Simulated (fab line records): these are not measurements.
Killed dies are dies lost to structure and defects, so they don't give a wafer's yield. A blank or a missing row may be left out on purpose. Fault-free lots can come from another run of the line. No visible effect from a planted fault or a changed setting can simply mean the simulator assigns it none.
The tool behind it: which one? || flow berkeleyCmos170 || 45 wafers from 15 lots sampled at 5 of the route's 331 steps

WHAT THE GAUGES SHOWED, per wafer
UCB170_NWELL_THK_MEAS_02.
{"lot": "L540", "measured": "day 1 20:19", "on": "filmMetro-01", "NWELL_OXIDE_THK (nm)": "26.0 26.0 26.2"}
{"lot": "L541", "measured": "day 2 02:46", "on": "filmMetro-04", "NWELL_OXIDE_THK (nm)": "25.7 26.1 26.3"}
{"lot": "L543", "measured": "day 2 16:38", "on": "filmMetro-01", "NWELL_OXIDE_THK (nm)": "26.3 26.8 27.0"}
{"lot": "L544", "measured": "day 2 19:20", "on": "filmMetro-04", "NWELL_OXIDE_THK (nm)": "26.7 26.2 26.6"}
{"lot": "L545", "measured": "day 3 01:13", "on": "filmMetro-02", "NWELL_OXIDE_THK (nm)": "27.0 26.5 27.2"}
{"lot": "L546", "measured": "day 3 07:50", "on": "filmMetro-04", "NWELL_OXIDE_THK (nm)": "27.4 26.8 27.2"}
{"lot": "L547", "measured": "day 3 12:10", "on": "filmMetro-01", "NWELL_OXIDE_THK (nm)": "26.8 26.6 26.6"}
{"lot": "L548", "measured": "day 3 17:02", "on": "filmMetro-01", "NWELL_OXIDE_THK (nm)": "26.1 26.3 26.6"}
{"lot": "L551", "measured": "day 4 05:49", "on": "filmMetro-04", "NWELL_OXIDE_THK (nm)": "26.7 26.9 26.4"}
{"lot": "L550", "measured": "day 4 05:49", "on": "filmMetro-01", "NWELL_OXIDE_THK (nm)": "27.1 26.7 26.6"}
{"lot": "L552", "measured": "day 4 13:50", "on": "filmMetro-04", "NWELL_OXIDE_THK (nm)": "26.6 26.5 26.4"}
{"lot": "L553", "measured": "day 4 20:14", "on": "filmMetro-04", "NWELL_OXIDE_THK (nm)": "25.9 25.4 26.4"}
{"lot": "L561", "measured": "day 6 10:47", "on": "filmMetro-01", "NWELL_OXIDE_THK (nm)": "26.6 26.9 26.2"}
{"lot": "L562", "measured": "day 6 12:40", "on": "filmMetro-04", "NWELL_OXIDE_THK (nm)": "25.8 25.8 26.2"}
{"lot": "L563", "measured": "day 6 21:04", "on": "filmMetro-04", "NWELL_OXIDE_THK (nm)": "26.6 26.3 27.0"}

UCB170_PWELL_THK_MEAS_06.
{"lot": "L540", "measured": "day 2 21:08", "on": "filmMetro-01", "PWELL_NITRIDE_THK (nm)": "218.9 218.9 217.5"}
{"lot": "L541", "measured": "day 3 04:28", "on": "filmMetro-02", "PWELL_NITRIDE_THK (nm)": "222.0 223.6 223.0"}
{"lot": "L543", "measured": "day 3 12:05", "on": "filmMetro-02", "PWELL_NITRIDE_THK (nm)": "215.7 218.6 216.9"}
{"lot": "L544", "measured": "day 3 17:58", "on": "filmMetro-03", "PWELL_NITRIDE_THK (nm)": "219.2 221.9 220.3"}
{"lot": "L545", "measured": "day 3 22:47", "on": "filmMetro-03", "PWELL_NITRIDE_THK (nm)": "220.9 221.8 222.5"}
{"lot": "L546", "measured": "day 4 12:26", "on": "filmMetro-02", "PWELL_NITRIDE_THK (nm)": "220.5 220.1 220.3"}
{"lot": "L547", "measured": "day 4 12:26", "on": "filmMetro-01", "PWELL_NITRIDE_THK (nm)": "225.0 222.2 220.4"}
{"lot": "L548", "measured": "day 4 17:05", "on": "filmMetro-03", "PWELL_NITRIDE_THK (nm)": "220.2 219.7 219.4"}
{"lot": "L551", "measured": "day 5 04:04", "on": "filmMetro-01", "PWELL_NITRIDE_THK (nm)": "217.8 219.2 219.4"}
{"lot": "L550", "measured": "day 5 04:05", "on": "filmMetro-02", "PWELL_NITRIDE_THK (nm)": "221.8 222.2 221.6"}
{"lot": "L552", "measured": "day 5 12:16", "on": "filmMetro-02", "PWELL_NITRIDE_THK (nm)": "219.3 220.9 221.8"}
{"lot": "L553", "measured": "day 5 19:35", "on": "filmMetro-01", "PWELL_NITRIDE_THK (nm)": "223.2 222.2 221.6"}
{"lot": "L561", "measured": "day 7 07:29", "on": "filmMetro-01", "PWELL_NITRIDE_THK (nm)": "221.0 218.8 221.9"}
{"lot": "L562", "measured": "day 7 07:30", "on": "filmMetro-02", "PWELL_NITRIDE_THK (nm)": "216.0 217.1 216.1"}
{"lot": "L563", "measured": "day 7 15:59", "on": "filmMetro-02", "PWELL_NITRIDE_THK (nm)": "218.3 217.9 215.9"}

UCB170_SACOX_THK_MEAS_02.
{"lot": "L540", "measured": "day 5 03:10", "on": "filmMetro-01", "SACOX_OXIDE_THK (nm)": "14.32 14.54 14.34"}
{"lot": "L541", "measured": "day 5 03:07", "on": "filmMetro-04", "SACOX_OXIDE_THK (nm)": "14.30 14.16 14.43"}
{"lot": "L543", "measured": "day 5 18:01", "on": "filmMetro-01", "SACOX_OXIDE_THK (nm)": "14.37 14.28 14.30"}
{"lot": "L544", "measured": "day 5 17:58", "on": "filmMetro-01", "SACOX_OXIDE_THK (nm)": "14.53 14.65 14.73"}
{"lot": "L545", "measured": "day 5 22:01", "on": "filmMetro-03", "SACOX_OXIDE_THK (nm)": "13.78 14.02 14.09"}
{"lot": "L546", "measured": "day 6 09:29", "on": "filmMetro-04", "SACOX_OXIDE_THK (nm)": "14.58 14.70 14.73"}
{"lot": "L547", "measured": "day 6 21:19", "on": "filmMetro-04", "SACOX_OXIDE_THK (nm)": "14.43 14.62 14.43"}
{"lot": "L548", "measured": "day 6 21:20", "on": "filmMetro-03", "SACOX_OXIDE_THK (nm)": "14.32 14.28 14.38"}
{"lot": "L551", "measured": "day 7 05:31", "on": "filmMetro-03", "SACOX_OXIDE_THK (nm)": "14.04 14.36 14.23"}
{"lot": "L550", "measured": "day 7 08:27", "on": "filmMetro-01", "SACOX_OXIDE_THK (nm)": "23.18 23.35 23.09"}
{"lot": "L552", "measured": "day 7 12:41", "on": "filmMetro-03", "SACOX_OXIDE_THK (nm)": "22.41 22.65 22.34"}
{"lot": "L553", "measured": "day 8 01:46", "on": "filmMetro-01", "SACOX_OXIDE_THK (nm)": "22.57 22.86 22.56"}
{"lot": "L561", "measured": "day 9 12:45", "on": "filmMetro-04", "SACOX_OXIDE_THK (nm)": "14.54 14.53 14.76"}
{"lot": "L562", "measured": "day 9 12:47", "on": "filmMetro-01", "SACOX_OXIDE_THK (nm)": "14.30 14.28 14.55"}
{"lot": "L563", "measured": "day 9 12:49", "on": "filmMetro-04", "SACOX_OXIDE_THK (nm)": "14.36 14.19 14.33"}

UCB170_M2_THK_MEAS_03: measures by xrf.
{"lot": "L540", "measured": "day 7 11:00", "on": "filmMetro-02", "M2_AL_THK (nm)": "870 893 905"}
{"lot": "L541", "measured": "day 7 07:13", "on": "filmMetro-02", "M2_AL_THK (nm)": "914 893 921"}
{"lot": "L543", "measured": "day 7 22:44", "on": "filmMetro-01", "M2_AL_THK (nm)": "922 906 920"}
{"lot": "L544", "measured": "day 7 22:49", "on": "filmMetro-02", "M2_AL_THK (nm)": "884 908 904"}
{"lot": "L545", "measured": "day 8 08:01", "on": "filmMetro-01", "M2_AL_THK (nm)": "912 921 891"}
{"lot": "L546", "measured": "day 8 18:14", "on": "filmMetro-01", "M2_AL_THK (nm)": "908 884 883"}
{"lot": "L547", "measured": "day 9 05:12", "on": "filmMetro-01", "M2_AL_THK (nm)": "899 879 916"}
{"lot": "L548", "measured": "day 9 06:51", "on": "filmMetro-02", "M2_AL_THK (nm)": "894 884 874"}
{"lot": "L551", "measured": "day 9 12:43", "on": "filmMetro-01", "M2_AL_THK (nm)": "909 903 887"}
{"lot": "L550", "measured": "day 9 07:07", "on": "filmMetro-02", "M2_AL_THK (nm)": "867 885 881"}
{"lot": "L552", "measured": "day 9 18:43", "on": "filmMetro-03", "M2_AL_THK (nm)": "908 905 899"}
{"lot": "L553", "measured": "day 10 09:49", "on": "filmMetro-02", "M2_AL_THK (nm)": "895 899 912"}
{"lot": "L561", "measured": "day 11 20:40", "on": "filmMetro-01", "M2_AL_THK (nm)": "895 906 904"}
{"lot": "L562", "measured": "day 11 20:55", "on": "filmMetro-02", "M2_AL_THK (nm)": "904 907 908"}
{"lot": "L563", "measured": "day 11 20:14", "on": "filmMetro-02", "M2_AL_THK (nm)": "909 917 904"}

WHICH TOOL RAN EACH LOT (tool, then ch and the chambers of the sampled wafers, then the start)
{"lot": "L540", "UCB170_SACOX_OXIDATION_01": "furnace-04 ch 0, day 5 01:26"}
{"lot": "L541", "UCB170_SACOX_OXIDATION_01": "furnace-04 ch 0, day 5 01:26"}
{"lot": "L543", "UCB170_SACOX_OXIDATION_01": "furnace-04 ch 0, day 5 16:17"}
{"lot": "L544", "UCB170_SACOX_OXIDATION_01": "furnace-04 ch 0, day 5 16:17"}
{"lot": "L545", "UCB170_SACOX_OXIDATION_01": "furnace-03 ch 0, day 5 20:21"}
{"lot": "L546", "UCB170_SACOX_OXIDATION_01": "furnace-01 ch 0, day 6 07:48"}
{"lot": "L547", "UCB170_SACOX_OXIDATION_01": "furnace-04 ch 0, day 6 19:40"}
{"lot": "L548", "UCB170_SACOX_OXIDATION_01": "furnace-04 ch 0, day 6 19:40"}
{"lot": "L551", "UCB170_SACOX_OXIDATION_01": "furnace-01 ch 0, day 7 03:51"}
{"lot": "L550", "UCB170_SACOX_OXIDATION_01": "furnace-01 ch 0, day 7 03:51"}
{"lot": "L552", "UCB170_SACOX_OXIDATION_01": "furnace-03 ch 0, day 7 07:51"}
{"lot": "L553", "UCB170_SACOX_OXIDATION_01": "furnace-04 ch 0, day 7 20:46"}
{"lot": "L561", "UCB170_SACOX_OXIDATION_01": "furnace-03 ch 0, day 9 11:05"}
{"lot": "L562", "UCB170_SACOX_OXIDATION_01": "furnace-03 ch 0, day 9 11:05"}
{"lot": "L563", "UCB170_SACOX_OXIDATION_01": "furnace-03 ch 0, day 9 11:05"}
- UCB170_SACOX_OXIDATION_01: target thk 14.4 nm, ox time 2400 s.

WHAT THE TOOLS THEMSELVES READ (means of the sampled wafers that have a number; where no wafer has one, the mark that the record gives instead)
The record holds no such reading with a usual standard deviation.

THE ANSWER, worked out from the rows above alone
Rule: the usual values come from the lots themselves. Put in order of their means at a reading, lots are off if they are a third of the lots or fewer, leave a main group of 4 or more, and stand apart from it by a gap of 3 or more times the standard deviation of the main group's means; of several such gaps the widest counts. Not used: any main group whose means are identical at the precision the tables above print for the reading. A lot without any number at a reading at which 4 lots or more have one is off too. The other lots that the step has rows for count as sound. After the gauges, taken in route order, come the tools' own readings; for these a lot's mean is taken, as printed above. At the first step where some lot is off, the reading lying furthest off is the one used; lots without a number count as furthest.
Off: L550, L552, L553, at UCB170_SACOX_THK_MEAS_02 (SACOX_OXIDE_THK). The main group has a mean of 14.38 nm with a standard deviation of 0.19.
A tool fits if, at a process step before that reading, it ran every lot that is off, and no sound lot after the first of them. Gauges at UCB170_SACOX_THK_MEAS_02: tried the same way as those tools. Of those tried, none fits.

WHAT WAS PUT IN BY THE SIMULATOR
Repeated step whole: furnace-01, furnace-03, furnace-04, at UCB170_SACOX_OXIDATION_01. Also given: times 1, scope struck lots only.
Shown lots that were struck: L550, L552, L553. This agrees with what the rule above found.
